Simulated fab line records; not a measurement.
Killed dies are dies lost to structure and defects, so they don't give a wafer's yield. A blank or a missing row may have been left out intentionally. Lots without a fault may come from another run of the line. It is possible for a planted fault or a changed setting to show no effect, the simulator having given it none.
Which tool is to blame?	flow ritCmos	7 lots with 21 wafers sampled at 2 steps, on a route of 202 steps

## WHAT THE GAUGES SHOWED, per wafer
RIT_GATE_OVL_MEAS_17.
lot	measured	on	GATE_OVL (nm)
L262	day 3 04:22	overlay-01	0.2 -1.8 -1.3
L264	day 3 19:15	overlay-02	1.1 0.2 1.0
L271	day 5 17:13	overlay-01	1.3 3.1 2.2
L273	day 6 05:16	overlay-02	1.9 0.3 3.0
L277	day 6 12:30	overlay-02	0.7 -0.4 1.4
L280	day 7 03:47	overlay-01	-150.6 -148.1 -148.7
L282	day 7 15:45	overlay-01	1.0 0.6 1.8

## WHICH TOOL RAN EACH LOT (tool, then ch and the chambers of the sampled wafers, then the start)
lot	RIT_GATE_EXPOSE_13
L262	ilineStepper-02 ch 0, day 3 03:51
L264	ilineStepper-01 ch 0, day 3 18:46
L271	ilineStepper-01 ch 0, day 5 16:40
L273	ilineStepper-01 ch 0, day 6 04:46
L277	ilineStepper-02 ch 0, day 6 11:50
L280	ilineStepper-01 ch 0, day 7 03:17
L282	ilineStepper-02 ch 0, day 7 15:00
- RIT_GATE_EXPOSE_13: exposes mask M6, target cd 150 nm.

## THE ANSWER, worked out from the rows above alone
Rule: the lots themselves supply what counts as usual. Put in order of their means at a reading, lots are off if they are a third of the lots or fewer, leave a main group of 4 or more, and stand apart from it by a gap of 3 or more times the standard deviation of the main group's means; of several such gaps the widest counts. The tables above print the reading to a certain number of digits; a main group whose means all agree to those digits is not used. Also off: a lot with no number at a reading for which 4 or more lots have one. All remaining lots with rows at the step are treated as sound.
Off: at RIT_GATE_OVL_MEAS_17 (GATE_OVL), L280. The main group: mean 0.9 nm, standard deviation 1.
A tool fits if, at a process step before that reading, it ran every lot that is off, and no sound lot after the first of them. Those tools and the gauges at RIT_GATE_OVL_MEAS_17 are tried in the same way. One fits: RIT_GATE_EXPOSE_13 on ilineStepper-01. Its last sound lot is L273 (day 6 04:46), its first lot that is off L280 (day 7 03:17): a fault that began between those two fits.

## WHAT THE SIMULATOR PUT IN
Scanner matching overlay: ilineStepper-01, from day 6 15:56 on, at RIT_GATE_EXPOSE_13. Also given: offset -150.
Struck lots among those shown: L280. This agrees with what the rule above found.
